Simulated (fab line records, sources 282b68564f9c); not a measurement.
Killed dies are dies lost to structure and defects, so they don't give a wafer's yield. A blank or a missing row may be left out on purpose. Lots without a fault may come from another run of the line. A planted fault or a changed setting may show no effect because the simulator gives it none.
Which tool did it? | flow rit_cmos | 14 lots, 42 wafers sampled, at 4 steps of a route of 202

WHAT THE GAUGES READ, wafer by wafer
RIT_SPACER_THK_MEAS_04. Usual: SPACER_NITRIDE_THK 250.2 nm, standard deviation 2.2.
lot  | measured    | on            | SPACER_NITRIDE_THK (nm) | flag
L597 | day 2 22:47 | film_metro-04 | 250.8 250.1 249.9       |
L599 | day 3 07:28 | film_metro-02 | 248.9 249.9 247.8       |
L600 | day 3 12:44 | film_metro-02 | 253.3 250.9 253.2       |
L601 | day 3 19:08 | film_metro-03 | 249.9 249.3 247.9       |
L602 | day 3 23:44 | film_metro-03 | 247.5 246.1 245.9       |
L609 | day 5 12:24 | film_metro-03 | 249.3 246.5 247.0       |
L611 | day 5 19:56 | film_metro-04 | 252.0 253.1 251.4       |
L612 | day 6 00:52 | film_metro-02 | 254.5 252.0 250.7       |
L614 | day 6 11:46 | film_metro-02 | 254.4 252.4 253.3       |
L615 | day 6 16:56 | film_metro-03 | 254.9 252.7 252.7       |
L616 | day 6 20:29 | film_metro-03 | 253.1 252.5 252.8       |
L617 | day 7 02:07 | film_metro-02 | 251.4 249.9 252.0       |
L618 | day 7 07:27 | film_metro-02 | 251.2 250.0 250.6       |
L619 | day 7 11:59 | film_metro-04 | 246.9 246.7 248.0       |

RIT_SILICIDE_RS_MEAS_02: measures by four-point-probe. Usual: SILICIDE_TI_RS 47.5 ohm/sq, standard deviation 0.74.
lot  | measured    | on            | SILICIDE_TI_RS (ohm/sq) | flag
L597 | day 3 03:04 | film_metro-03 | 47.5 47.7 47.4          |
L599 | day 3 11:55 | film_metro-03 | 48.0 47.1 48.8          |
L600 | day 3 16:59 | film_metro-03 | 78.7 48.2 48.3          | OFF
L601 | day 3 23:23 | film_metro-01 | 47.4 48.1 47.4          |
L602 | day 4 03:51 | film_metro-01 | 48.5 78.0 79.1          | OFF
L609 | day 5 16:59 | film_metro-02 | 46.3 47.5 46.8          |
L611 | day 6 00:37 | film_metro-03 | 46.9 46.8 47.0          |
L612 | day 6 05:20 | film_metro-03 | 47.1 46.9 48.5          |
L614 | day 6 16:03 | film_metro-03 | 46.9 46.9 46.2          |
L615 | day 6 21:13 | film_metro-02 | 47.9 47.5 48.0          |
L616 | day 7 00:46 | film_metro-01 | 47.2 47.1 47.0          |
L617 | day 7 06:29 | film_metro-02 | 46.7 47.9 46.4          |
L618 | day 7 11:45 | film_metro-01 | 47.3 47.2 47.3          |
L619 | day 7 16:18 | film_metro-01 | 46.6 46.7 46.2          |

RIT_SILICIDE_THK_MEAS_03: measures by xrf. Usual: SILICIDE_TI_THK 30.3 nm, standard deviation 0.41.
lot  | measured    | on            | SILICIDE_TI_THK (nm) | flag
L597 | day 3 03:10 | film_metro-03 | 30.4 30.3 30.4       |
L599 | day 3 12:02 | film_metro-03 | 30.2 30.7 29.8       |
L600 | day 3 17:07 | film_metro-03 | 20.4 30.0 29.9       | OFF
L601 | day 3 23:30 | film_metro-01 | 30.5 29.9 30.4       |
L602 | day 4 03:58 | film_metro-01 | 29.6 20.5 20.2       | OFF
L609 | day 5 17:05 | film_metro-02 | 30.9 30.2 30.6       |
L611 | day 6 00:44 | film_metro-03 | 30.7 30.9 30.8       |
L612 | day 6 05:28 | film_metro-03 | 30.4 30.7 30.1       |
L614 | day 6 16:08 | film_metro-03 | 30.7 30.6 31.0       |
L615 | day 6 21:19 | film_metro-02 | 30.0 30.1 30.0       |
L616 | day 7 00:51 | film_metro-01 | 30.4 30.5 30.5       |
L617 | day 7 06:36 | film_metro-02 | 30.6 30.0 30.6       |
L618 | day 7 11:52 | film_metro-01 | 30.4 30.3 30.3       |
L619 | day 7 16:23 | film_metro-01 | 30.7 30.8 30.9       |

WHICH TOOL RAN EACH LOT (tool, then ch and the chambers of the sampled wafers, then the start)
lot  | RIT_SILICIDE_SPUTTER_01
L597 | pvd_sputter-01, day 3 02:52
L599 | pvd_sputter-01, day 3 11:46
L600 | pvd_sputter-01, day 3 16:50
L601 | pvd_sputter-02, day 3 23:13
L602 | pvd_sputter-01, day 4 03:42
L609 | pvd_sputter-02, day 5 16:47
L611 | pvd_sputter-02, day 6 00:28
L612 | pvd_sputter-03, day 6 05:11
L614 | pvd_sputter-02, day 6 15:50
L615 | pvd_sputter-01, day 6 21:01
L616 | pvd_sputter-02, day 7 00:33
L617 | pvd_sputter-01, day 7 06:19
L618 | pvd_sputter-02, day 7 11:36
L619 | pvd_sputter-01, day 7 16:05
- RIT_SILICIDE_SPUTTER_01: material Ti, target thk 30 nm, time 240 s.

WHAT THE TOOLS THEMSELVES READ (means of the sampled wafers that have a number; where no wafer has one, the mark that the record gives instead)
RIT_SILICIDE_SPUTTER_01. Usual: throttle_valve_pct 29.8 %, standard deviation 0.93.
lot  | tool           | throttle_valve_pct (%) | flag
L597 | pvd_sputter-01 | 30.1                   |
L599 | pvd_sputter-01 | 30.1                   |
L600 | pvd_sputter-01 | 30.2                   |
L601 | pvd_sputter-02 | 30.6                   |
L602 | pvd_sputter-01 | 30.0                   |
L609 | pvd_sputter-02 | 28.4                   |
L611 | pvd_sputter-02 | 28.8                   |
L612 | pvd_sputter-03 | 30.2                   |
L614 | pvd_sputter-02 | 29.8                   |
L615 | pvd_sputter-01 | 29.9                   |
L616 | pvd_sputter-02 | 29.6                   |
L617 | pvd_sputter-01 | 30.2                   |
L618 | pvd_sputter-02 | 30.6                   |
L619 | pvd_sputter-01 | 29.9                   |

THE ANSWER, worked out from the rows above alone
Rule: a lot is off if the mean of its wafers that have a number lies more than 3 standard deviations from the usual mean. A lot without any number at a reading at which 4 lots or more have one is off too. The other lots that the step has rows for count as sound. The gauges are gone through in route order, then the tools' own readings, and for those a lot's mean is taken as printed above. The first step at which some lot is off is used, and at that step the reading that is off furthest; a lot without a number counts as furthest.
Off: L600, L602, at RIT_SILICIDE_RS_MEAS_02 (SILICIDE_TI_RS).
A tool fits if, at a process step before that reading, it ran every lot that is off, and no sound lot after the first of them. The gauges at RIT_SILICIDE_RS_MEAS_02 are tried like those tools. None of those tried fits.

WHAT THE SIMULATOR HAD PUT IN
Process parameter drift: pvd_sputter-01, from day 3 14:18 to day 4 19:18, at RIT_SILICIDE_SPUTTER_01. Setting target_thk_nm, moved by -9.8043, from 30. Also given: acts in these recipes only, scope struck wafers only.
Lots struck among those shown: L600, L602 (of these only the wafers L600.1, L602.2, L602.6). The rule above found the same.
